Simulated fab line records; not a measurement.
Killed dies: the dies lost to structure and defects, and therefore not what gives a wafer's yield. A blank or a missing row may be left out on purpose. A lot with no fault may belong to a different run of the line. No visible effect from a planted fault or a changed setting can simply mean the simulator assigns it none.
A lot that was struck, set against a sound lot	flow berkeleyCmos170	23 out of 331 route steps
Sound: the wafers L832.2, L832.4, L832.5. Wafers struck: L843.2, L843.3, L843.6. Last of all comes the cause.
Order at every step that has rows: each side's tool, ch and its chambers, its first start. Under that, the readings that differ: sound wafers	struck wafers	difference of the means	sigmas: that difference in standard deviations of wafers without a fault.
alike: same words and numbers on both sides, and readings whose means sit less than 2 such deviations apart. not compared: any withheld reading, any reading some wafer has no value for, any bound like >300 that may hide the same value, and any number with overlapping values for which the record gives no deviation.
The two part at a step that has a row with sigmas, a row that says differs or no value, or rows on one side only. Numbers that don't overlap but have no deviation are shown without sigmas and don't part them. A reading missing from all wafers of one side parts the sides only when that side holds two or more wafers.

UCB170_M1_ETCH_11: etches BARC in N2/H2.
  sound on rieDiel-04 ch 1,2, day 7 21:25; struck on rieDiel-02 ch 0,1,2, day 10 11:05
  alike: drypumpMotorCurrentA, oesProductAu, throttleValvePct
UCB170_M1_METAL_ETCH_12: etches Al in Cl2/BCl3, stops on PSG, target depth 780 nm, time 130 s.
  sound on rieMetal-04 ch 1, day 7 21:28; struck on rieMetal-04 ch 1, day 10 11:08
  alike: drypumpMotorCurrentA, oesProductAu, throttleValvePct
  not compared: rfHoursCounterH
UCB170_M1_STRIP_13: strips in O2.
  sound on plasmaAsher-02 ch 1, day 7 21:38; struck on plasmaAsher-04 ch 0,1, day 10 11:16
  alike: drypumpMotorCurrentA, oesProductAu
  not compared: rfHoursCounterH
UCB170_M1_CD_MEAS_90: the cd target is 700 nm.
  struck on cdSem-02, day 10 11:26; sound on cdSem-02, day 7 21:46
  alike: cdNm
then, 1 step without rows for these wafers: UCB170_M1_ANNEAL_14 (time 1200 s).
UCB170_V1_CVD_00: deposits SiO2 from TEOS/O2, target thk 2000 nm, time 250 s.
  sound on pecvd-03 ch 0,1,2, day 8 01:22; struck on pecvd-03 ch 0,1,2, day 10 16:19
  alike: heaterPowerW
UCB170_V1_THK_MEAS_01:
  struck on filmMetro-01, day 10 16:29; sound on filmMetro-01, day 8 01:32
  alike: V1_TEOS_THK
UCB170_V1_CMP_02: polishes SiO2.
  sound on cmp-02 ch 0,3, day 8 01:38; struck on cmp-02 ch 0,1,3, day 10 16:32
  alike: motorCurrentA
UCB170_V1_BOW_MEAS_03:
  struck on filmMetro-03, day 10 16:52; sound on filmMetro-01, day 8 01:54
  alike: V1_BOW
UCB170_V1_THK_MEAS_04:
  struck on filmMetro-03, day 10 16:58; sound on filmMetro-01, day 8 02:01
  alike: V1_POLISHED_THK
then, 2 steps without rows for these wafers: UCB170_V1_CLEAN_05 (cleans in DIW); UCB170_V1_HMDS_06 (prime time 60 s).
UCB170_V1_COAT_07: resist thk 900 nm.
  sound on lithoTrack-02 ch 0, day 8 04:13; struck on lithoTrack-01 ch 0, day 10 17:35
reading	sound	struck	difference	sigmas
model.KrF_of_V1_COAT_07.thkNm (nm)	896.7 897.2 898.5	1048 1051 1051	+153	
then, 4 steps without rows for these wafers: UCB170_V1_SOFTBAKE_08 (time 60 s); UCB170_V1_EXPOSE_09 (exposes mask VIA1, target cd 700 nm); UCB170_V1_PEB_10; UCB170_V1_DEVELOP_11 (develop time 45 s).
UCB170_V1_CD_MEAS_12: the cd target is 700 nm.
  struck on cdSem-01, day 10 18:16; sound on cdSem-02, day 8 05:16
reading	sound	struck	difference	sigmas
cdNm (nm)	701.5 702.4 701.6	694.4 693.8 694.5	-7.6	-5
UCB170_V1_OVL_MEAS_13:
  struck on overlay-01, day 10 18:22; sound on overlay-02, day 8 05:22
  alike: V1_OVL
UCB170_V1_ETCH_14: etches SiO2 in CHF3/CF4/Ar, stops on Al, target depth 1250 nm, time 291 s.
  sound on rieDiel-04 ch 2,3, day 8 05:24; struck on rieDiel-01 ch 0,3, day 10 18:24
reading	sound	struck	difference	sigmas
model.KrF_of_V1_COAT_07.thkNm (nm)	608.6 598.1 613.3	759.3 756.1 764	+153.1	
model.V1.cdNm (nm)	702.6 704.9 702.5	693.2 694.7 693.2	-9.6	
  alike: drypumpMotorCurrentA, oesProductAu, throttleValvePct
  not compared: rfHoursCounterH
UCB170_V1_STRIP_15: strips in O2.
  sound on plasmaAsher-03 ch 0, day 8 05:35; struck on plasmaAsher-03 ch 0,1, day 10 18:35
reading	sound	struck	difference	sigmas
stripTimeToEndpointS (s)	15.28 15.01 15.37	18.79 18.73 18.93	+3.60	+33
  alike: drypumpMotorCurrentA, oesProductAu
  not compared: rfHoursCounterH
UCB170_V1_CD_MEAS_90: the cd target is 700 nm.
  struck on cdSem-01, day 10 18:42; sound on cdSem-01, day 8 05:42
reading	sound	struck	difference	sigmas
cdNm (nm)	702.4 704.7 702.3	693.2 695.0 693.2	-9.3	-5
UCB170_M3_PROBE_99:
  rows exist in the record for the struck wafers here (prober-02, day 11 07:05), but not for the sound ones

## WHERE THEY PART
Earliest at UCB170_V1_CD_MEAS_12; latest, in this record, at UCB170_M3_PROBE_99.

WHY: the cause the simulator had injected
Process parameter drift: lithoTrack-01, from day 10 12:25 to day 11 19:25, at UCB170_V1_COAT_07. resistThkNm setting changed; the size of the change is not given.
